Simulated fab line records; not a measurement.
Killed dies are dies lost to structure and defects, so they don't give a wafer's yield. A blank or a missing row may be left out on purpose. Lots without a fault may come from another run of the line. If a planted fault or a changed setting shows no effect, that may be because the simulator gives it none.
One fault through the eyes of 2 desks | flow rit_cmos | what lay behind the numbers comes last; until then each desk has only its own

TOOL OWNER'S DESK, litho_track-04
The tool's own readings at RIT_PWELL_COAT_01 (resist thk 1300 nm): means of the sampled wafers that have a number, for each lot that ran on this tool. The brackets show how far a lot's mean lies from the usual mean; more than 4 standard deviations puts the lot out of limits, marked OUT.
Columns: A = spin_speed_rpm at RIT_PWELL_COAT_01, usual 1999.9 rpm
lot  | first seen here | A
L119 | day 2 12:20     | 1998.2
L125 | day 3 23:16     | 1877.5 (-94) OUT
L131 | day 5 02:44     | 1878.2 (-94) OUT
This desk's verdict: out of limits on L125, L131, starting with L125 at day 3 23:16 (spin_speed_rpm at RIT_PWELL_COAT_01). L119 stayed within limits.

THE METROLOGY DESK
Means of the sampled wafers that have a number, per lot and without regard to the tool the lot ran on: this is what the gauges read. The brackets show how far a lot's mean lies from the usual mean; more than 4 standard deviations puts the lot out of limits, marked OUT.
Columns: A = NWELL_OVL at RIT_NWELL_OVL_MEAS_06, usual 0.6 nm; B = NWELL_TW at RIT_NWELL_TW_MEAS_10, usual 2140; C = PWELL_OVL at RIT_PWELL_OVL_MEAS_06, usual -0.4 nm
lot  | first seen here | A    | B    | C
L117 | day 2 05:34     | 0.6  | 2137 | 0.6
L119 | day 2 11:30     | 1.1  | 2144 | 1.5
L125 | day 3 22:26     | 0.7  | 2139 | 1.8
L131 | day 5 01:44     | 1.3  | 2151 | -1.4
L134 | day 5 14:58     | 1.4  | 2132 | -0.1
L138 | day 6 11:56     | -0.3 | 2141 | 1.3
This desk's finding: nothing out of limits on any of the 6 lots.

BROUGHT TOGETHER
An alarm could have come from the tool owner's desk at day 3 23:16, on L125, L131.
From the metrology desk's view, nothing was out of limits.
The metrology desk holds a record of L125, L131, inside its limits.
On litho_track-04, each named lot ran RIT_PWELL_COAT_01.

WHAT THE SIMULATOR HAD PUT IN
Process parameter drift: litho_track-04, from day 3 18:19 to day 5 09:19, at RIT_PWELL_COAT_01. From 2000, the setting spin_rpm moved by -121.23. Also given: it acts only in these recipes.
Lots struck among those shown: L125, L131.
Time in hours from fault onset to the first out-of-limits reading at each desk: the tool owner's desk, 5.
